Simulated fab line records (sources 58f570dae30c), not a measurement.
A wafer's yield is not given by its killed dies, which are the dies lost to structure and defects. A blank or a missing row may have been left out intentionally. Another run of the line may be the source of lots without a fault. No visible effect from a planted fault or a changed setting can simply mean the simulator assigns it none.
A struck lot beside a sound one -- flow berkeley-cmos170 -- 15 steps out of a route of 331
Sound: wafers L895.2, L895.3, L895.6. The struck wafers were L899.2, L899.3, L899.5. The cause comes at the end.
Each step with rows lists, per side, the tool, then ch with its chambers, then its first start. Under that, the readings that differ: sound wafers -- struck wafers -- difference of the means -- sigmas: that difference in standard deviations of wafers without a fault.
alike: readings with means less than 2 such deviations apart, plus words and numbers identical on both sides. not compared: withheld readings, readings lacking a value on some wafer, bounds such as >300 that could conceal the same value, and numbers that have no deviation in the record and whose values overlap.
The two part at a step that has a row with sigmas, a row that says differs or no value, or rows on one side only. Non-overlapping numbers with no deviation appear without sigmas and do not part them. A reading missing from all wafers of one side parts the sides only when that side holds two or more wafers.

first, 3 steps without rows for these wafers: UCB170_PWELL_CLEAN_00 (cleans in SPM, time 600 s); UCB170_PWELL_CLEAN_01 (cleans in dHF, time 60 s); UCB170_PWELL_OXIDATION_02 (target thk 26.4 nm, ox time 1260 s).
UCB170_PWELL_THK_MEAS_03:
  struck on film-metro-04, day 5 02:04; sound on film-metro-01, day 4 00:43
  alike: PWELL_OXIDE_THK
then, 2 steps without rows for these wafers: UCB170_PWELL_ANNEAL_04 (time 900 s); UCB170_PWELL_CVD_05 (deposits Si3N4 from SiH2Cl2/NH3, target thk 220 nm, time 3300 s).
UCB170_PWELL_THK_MEAS_06:
  struck on film-metro-02, day 5 08:38; sound on film-metro-04, day 4 07:48
  alike: PWELL_NITRIDE_THK
then, 5 steps without rows for these wafers: UCB170_PWELL_HMDS_07 (prime time 60 s); UCB170_PWELL_COAT_08 (resist thk 900 nm); UCB170_PWELL_SOFTBAKE_09 (time 60 s); UCB170_PWELL_EXPOSE_10 (exposes mask PWELL, target cd 3000 nm); UCB170_PWELL_PEB_11.
UCB170_PWELL_DEVELOP_12: develop time 45 s.
  sound on litho-track-01 ch 0, day 4 09:00; struck on litho-track-02 ch 0, day 5 09:00
reading,sound,struck,difference,sigmas
developer-temp-C (C),20.89 20.93 21.19,22.84 23.03 22.99,+1.95,+16
UCB170_PWELL_OVL_MEAS_13:
  struck on overlay-01, day 5 09:56; sound on overlay-02, day 4 09:39
  alike: PWELL_OVL
UCB170_M3_PROBE_99:
  the record has rows for the sound wafers here (prober-02, day 8 15:32) and none for the struck ones

## WHERE THEY PART
Earliest at UCB170_PWELL_DEVELOP_12; latest, in this record, at UCB170_M3_PROBE_99.

WHY: what had been put in by the simulator
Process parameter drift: litho-track-02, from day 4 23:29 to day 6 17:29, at UCB170_PWELL_DEVELOP_12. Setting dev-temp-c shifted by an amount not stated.
